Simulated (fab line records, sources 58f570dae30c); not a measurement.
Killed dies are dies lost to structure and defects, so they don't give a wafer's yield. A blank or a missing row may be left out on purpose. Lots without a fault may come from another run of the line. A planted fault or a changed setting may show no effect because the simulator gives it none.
Chamber matching | flow berkeley_cmos170 | UCB170_M3_ETCH_17 on rie_diel-01: 4 sister chambers
The step etches BARC in N2/H2. 4 wafers are shown with their chamber, then 7 later ones without.

WAFERS WITH THEIR CHAMBER
wafer  | chamber | throttle_valve_pct (%)
L586.3 | 0       | 13.44
L592.1 | 1       | 13.25
L594.1 | 2       | 13.49
L594.4 | 3       | 13.32

WAFERS WITHOUT THEIR CHAMBER
wafer  | throttle_valve_pct (%)
L594.5 | 13.50
L596.1 | 13.31
L596.2 | 13.43
L596.6 | 13.49
L600.3 | 13.33
L600.4 | 13.47
L600.6 | 13.49

WHICH CHAMBER EACH WENT THROUGH
wafer  | from the rows above     | in truth
L594.5 | 2                       | 2
L596.1 | 3                       | 3
L596.2 | 0                       | 0
L596.6 | 2                       | 2
L600.3 | 3                       | 3
L600.4 | can't be placed: 2 or 0 | 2
L600.6 | 2                       | 2
Placed correctly: 6 of 7. Can't be placed from these rows: 1 (the true chamber is among the candidates in 1). Placed wrongly: 0.
How it was worked out, from the rows above alone: a wafer's distance from a chamber is the root of the sum, over the readings, of the square of ((its reading less the chamber's mean) divided by the reading's scatter). The wafer belongs to the nearest chamber; if the next one is less than 2 further off, it can't be placed. A chamber's mean is the mean of its shown wafers. The scatter: with one shown wafer a chamber, the root of the mean of the squares of how far each hidden wafer lies from its nearest shown one.
